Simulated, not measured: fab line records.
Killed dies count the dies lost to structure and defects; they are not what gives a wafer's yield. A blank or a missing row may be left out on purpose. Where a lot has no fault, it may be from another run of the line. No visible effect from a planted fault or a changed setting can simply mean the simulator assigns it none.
Commonality check across tools || flow berkeley-cmos170 || Sampled: 15 lots, 45 wafers

THE REASON FOR OPENING IT
On 3 of the 15 lots, a flag is raised at UCB170_ACTIVE_CD_MEAS_13 on the reading cd-nm. Fault-free wafers read 1200.1 nm, with a standard deviation of 1.5.
Rule: flag the lot when none of its wafers has a number, or when each of its wafers that has one lies beyond 4 standard deviations from that mean. The other lots count as sound.

{"lot": "L720", "measured": "day 4 12:18", "on": "cd-sem-01", "cd-nm (nm), wafer by wafer": "1200.7 1200.4 1199.4", "flag": ""}
{"lot": "L721", "measured": "day 4 12:56", "on": "cd-sem-02", "cd-nm (nm), wafer by wafer": "1201.4 1201.6 1200.5", "flag": ""}
{"lot": "L722", "measured": "day 5 05:13", "on": "cd-sem-02", "cd-nm (nm), wafer by wafer": "1197.2 1198.1 1196.5", "flag": ""}
{"lot": "L723", "measured": "day 5 05:26", "on": "cd-sem-01", "cd-nm (nm), wafer by wafer": "1198.6 1198.1 1199.2", "flag": ""}
{"lot": "L724", "measured": "day 5 05:35", "on": "cd-sem-01", "cd-nm (nm), wafer by wafer": "1197.2 1197.5 1199.7", "flag": ""}
{"lot": "L725", "measured": "day 5 14:04", "on": "cd-sem-02", "cd-nm (nm), wafer by wafer": "1200.6 1200.3 1199.6", "flag": ""}
{"lot": "L726", "measured": "day 5 17:14", "on": "cd-sem-01", "cd-nm (nm), wafer by wafer": "1200.2 1201.1 1201.0", "flag": ""}
{"lot": "L727", "measured": "day 6 00:25", "on": "cd-sem-02", "cd-nm (nm), wafer by wafer": "1200.6 1201.4 1199.5", "flag": ""}
{"lot": "L732", "measured": "day 7 07:43", "on": "cd-sem-01", "cd-nm (nm), wafer by wafer": "1202.0 1202.0 1201.7", "flag": ""}
{"lot": "L738", "measured": "day 8 01:59", "on": "cd-sem-02", "cd-nm (nm), wafer by wafer": "1201.8 1201.6 1202.9", "flag": ""}
{"lot": "L737", "measured": "day 8 02:15", "on": "cd-sem-02", "cd-nm (nm), wafer by wafer": "1181.4 1180.0 1181.0", "flag": "FLAGGED"}
{"lot": "L739", "measured": "day 8 16:43", "on": "cd-sem-01", "cd-nm (nm), wafer by wafer": "1184.9 1185.9 1185.0", "flag": "FLAGGED"}
{"lot": "L741", "measured": "day 9 01:51", "on": "cd-sem-02", "cd-nm (nm), wafer by wafer": "1200.0 1199.4 1200.3", "flag": ""}
{"lot": "L740", "measured": "day 9 02:04", "on": "cd-sem-02", "cd-nm (nm), wafer by wafer": "1184.8 1186.8 1185.9", "flag": "FLAGGED"}
{"lot": "L742", "measured": "day 9 06:21", "on": "cd-sem-01", "cd-nm (nm), wafer by wafer": "1201.1 1199.9 1200.0", "flag": ""}
On average the flagged lots' numbers are 1184.0 nm, which is -16.1 nm against the usual, or -11 standard deviations.

LOT BY LOT: THE TOOL USED
The record holds 1 process step before the reading, out of a route of 331 steps. Cell contents, in order: the tool; ch with the chambers the sampled wafers went through; the start.
{"lot": "L720", "flag": "", "UCB170_ACTIVE_PEB_11": "litho-track-04 ch 0, day 4 12:01"}
{"lot": "L721", "flag": "", "UCB170_ACTIVE_PEB_11": "litho-track-01 ch 0, day 4 12:40"}
{"lot": "L722", "flag": "", "UCB170_ACTIVE_PEB_11": "litho-track-01 ch 0, day 5 04:57"}
{"lot": "L723", "flag": "", "UCB170_ACTIVE_PEB_11": "litho-track-04 ch 0, day 5 05:10"}
{"lot": "L724", "flag": "", "UCB170_ACTIVE_PEB_11": "litho-track-01 ch 0, day 5 05:18"}
{"lot": "L725", "flag": "", "UCB170_ACTIVE_PEB_11": "litho-track-02 ch 0, day 5 13:29"}
{"lot": "L726", "flag": "", "UCB170_ACTIVE_PEB_11": "litho-track-01 ch 0, day 5 16:59"}
{"lot": "L727", "flag": "", "UCB170_ACTIVE_PEB_11": "litho-track-02 ch 0, day 6 00:08"}
{"lot": "L732", "flag": "", "UCB170_ACTIVE_PEB_11": "litho-track-02 ch 0, day 7 07:27"}
{"lot": "L738", "flag": "", "UCB170_ACTIVE_PEB_11": "litho-track-02 ch 0, day 8 01:39"}
{"lot": "L737", "flag": "FLAGGED", "UCB170_ACTIVE_PEB_11": "litho-track-01 ch 0, day 8 01:58"}
{"lot": "L739", "flag": "FLAGGED", "UCB170_ACTIVE_PEB_11": "litho-track-01 ch 0, day 8 16:28"}
{"lot": "L741", "flag": "", "UCB170_ACTIVE_PEB_11": "litho-track-02 ch 0, day 9 01:34"}
{"lot": "L740", "flag": "FLAGGED", "UCB170_ACTIVE_PEB_11": "litho-track-01 ch 0, day 9 01:47"}
{"lot": "L742", "flag": "", "UCB170_ACTIVE_PEB_11": "litho-track-04 ch 0, day 9 06:05"}
These steps, and what they do:
- UCB170_ACTIVE_PEB_11
- UCB170_ACTIVE_CD_MEAS_13: target cd 1200 nm.

FLAGGED AGAINST TOTAL, ONE TOOL AT A TIME (gauges that did the reading follow at the end)
{"step": "UCB170_ACTIVE_PEB_11", "tool": "litho-track-01", "lots run": 7, "flagged": 3, "share of the flagged lots": "all", "sound lots run after its first flagged lot": 0}
{"step": "UCB170_ACTIVE_PEB_11", "tool": "litho-track-02", "lots run": 5, "flagged": 0, "share of the flagged lots": "none", "sound lots run after its first flagged lot": "-"}
{"step": "UCB170_ACTIVE_PEB_11", "tool": "litho-track-04", "lots run": 3, "flagged": 0, "share of the flagged lots": "none", "sound lots run after its first flagged lot": "-"}
{"step": "UCB170_ACTIVE_CD_MEAS_13", "tool": "cd-sem-01", "lots run": 7, "flagged": 1, "share of the flagged lots": "some", "sound lots run after its first flagged lot": "1 (L742)"}
{"step": "UCB170_ACTIVE_CD_MEAS_13", "tool": "cd-sem-02", "lots run": 8, "flagged": 2, "share of the flagged lots": "some", "sound lots run after its first flagged lot": "1 (L741)"}

WHAT THE TABLE ALLOWS
1 row of the table ran every flagged lot: litho-track-01 at UCB170_ACTIVE_PEB_11.
- litho-track-01 at UCB170_ACTIVE_PEB_11: 3 of its 7 lots flagged. It ran its last sound lot, L726, at day 5 16:59 and its first flagged lot, L737, at day 8 01:58: a fault with its onset between the two fits. Its own readings (heater-power-total-W, plate-temp-C) fall more than 4 standard deviations out on all wafers of the flagged lots.
Left over: one tool, litho-track-01 at UCB170_ACTIVE_PEB_11.

WHAT WAS PUT IN BY THE SIMULATOR
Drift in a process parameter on litho-track-01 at UCB170_ACTIVE_PEB_11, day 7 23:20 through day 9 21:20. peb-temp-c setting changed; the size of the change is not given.
Lots struck among those shown: L737, L739, L740. The rule given above showed the same thing.
